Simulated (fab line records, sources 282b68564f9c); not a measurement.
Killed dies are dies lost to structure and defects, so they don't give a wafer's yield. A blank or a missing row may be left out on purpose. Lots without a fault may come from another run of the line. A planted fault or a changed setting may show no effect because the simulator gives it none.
Which tool did it? | flow rit_cmos | 14 lots, 42 wafers sampled, at 2 steps of a route of 202

WHAT THE GAUGES READ, wafer by wafer
RIT_SDANNEAL_RS_MEAS_07: measures by four-point-probe. Usual: NLDD_RS 151.3 ohm/sq, standard deviation 0.53.
lot  | measured    | on            | NLDD_RS (ohm/sq)  | flag
L605 | day 3 12:58 | film_metro-03 | 151.7 150.7 150.9 |
L607 | day 3 14:58 | film_metro-04 | 152.1 152.4 151.8 |
L608 | day 4 04:55 | film_metro-04 | 150.5 151.1 151.8 |
L609 | day 4 09:37 | film_metro-01 | 151.5 152.0 151.2 |
L610 | day 4 12:34 | film_metro-03 | 151.3 151.3 151.2 |
L612 | day 4 15:01 | film_metro-03 | 150.6 150.3 151.0 |
L613 | day 5 01:54 | film_metro-04 | 151.2 151.1 151.3 |
L614 | day 5 07:04 | film_metro-03 | 151.0 150.5 150.5 |
L615 | day 5 07:17 | film_metro-04 | 150.8 151.7 151.5 |
L616 | day 5 13:31 | film_metro-01 | 151.3 151.1 151.5 |
L618 | day 5 23:32 | film_metro-01 | 151.8 151.7 151.6 |
L620 | day 6 11:51 | film_metro-04 | 152.0 152.5 150.8 |
L624 | day 7 08:59 | film_metro-01 | 151.3 151.2 151.4 |
L626 | day 8 01:22 | film_metro-04 | 151.1 150.5 150.9 |

WHICH TOOL RAN EACH LOT (tool, then ch and the chambers of the sampled wafers, then the start)
lot  | RIT_PLDD_STRIP_09
L605 | plasma_asher-01 ch 0,1, day 3 06:08
L607 | plasma_asher-01 ch 0,1, day 3 08:13
L608 | plasma_asher-03 ch 0, day 3 22:25
L609 | plasma_asher-01 ch 0,1, day 4 03:14
L610 | plasma_asher-03 ch 0,1, day 4 05:56
L612 | plasma_asher-04 ch 0,1, day 4 08:10
L613 | plasma_asher-04 ch 0,1, day 4 19:16
L614 | plasma_asher-04 ch 0,1, day 4 21:46
L615 | plasma_asher-03 ch 0,1, day 5 00:12
L616 | plasma_asher-04 ch 0,1, day 5 07:01
L618 | plasma_asher-04 ch 0,1, day 5 16:17
L620 | plasma_asher-03 ch 0,1, day 6 04:56
L624 | plasma_asher-04 ch 0,1, day 7 02:09
L626 | plasma_asher-03 ch 0,1, day 7 18:32
- RIT_PLDD_STRIP_09: strips in O2, time 180 s.

WHAT THE TOOLS THEMSELVES READ (means of the sampled wafers that have a number; where no wafer has one, the mark that the record gives instead)
RIT_PLDD_STRIP_09. Usual: chamber_pressure_mTorr 4000 mTorr, standard deviation 3.9; drypump_motor_current_A 5.61 A, standard deviation 0.2.
lot  | tool            | chamber_pressure_mTorr (mTorr) | drypump_motor_current_A (A) | flag
L605 | plasma_asher-01 | 3999                           | 5.70                        |
L607 | plasma_asher-01 | 3999                           | 5.68                        |
L608 | plasma_asher-03 | 4001                           | 5.65                        |
L609 | plasma_asher-01 | 4001                           | 5.66                        |
L610 | plasma_asher-03 | 3998                           | 5.68                        |
L612 | plasma_asher-04 | 3998                           | 5.35                        |
L613 | plasma_asher-04 | 4000                           | 5.35                        |
L614 | plasma_asher-04 | 3999                           | 5.54                        |
L615 | plasma_asher-03 | 4001                           | 5.70                        |
L616 | plasma_asher-04 | 4006                           | 5.35                        |
L618 | plasma_asher-04 | 4001                           | 5.55                        |
L620 | plasma_asher-03 | 4001                           | 5.71                        |
L624 | plasma_asher-04 | 3999                           | 5.36                        |
L626 | plasma_asher-03 | 3999                           | 5.72                        |

THE ANSWER, worked out from the rows above alone
Rule: a lot is off if the mean of its wafers that have a number lies more than 3 standard deviations from the usual mean. A lot without any number at a reading at which 4 lots or more have one is off too. The other lots that the step has rows for count as sound. The gauges are gone through in route order, then the tools' own readings, and for those a lot's mean is taken as printed above. The first step at which some lot is off is used, and at that step the reading that is off furthest; a lot without a number counts as furthest.
No lot is off at any reading shown: from this, nothing can be told.

WHAT THE SIMULATOR HAD PUT IN
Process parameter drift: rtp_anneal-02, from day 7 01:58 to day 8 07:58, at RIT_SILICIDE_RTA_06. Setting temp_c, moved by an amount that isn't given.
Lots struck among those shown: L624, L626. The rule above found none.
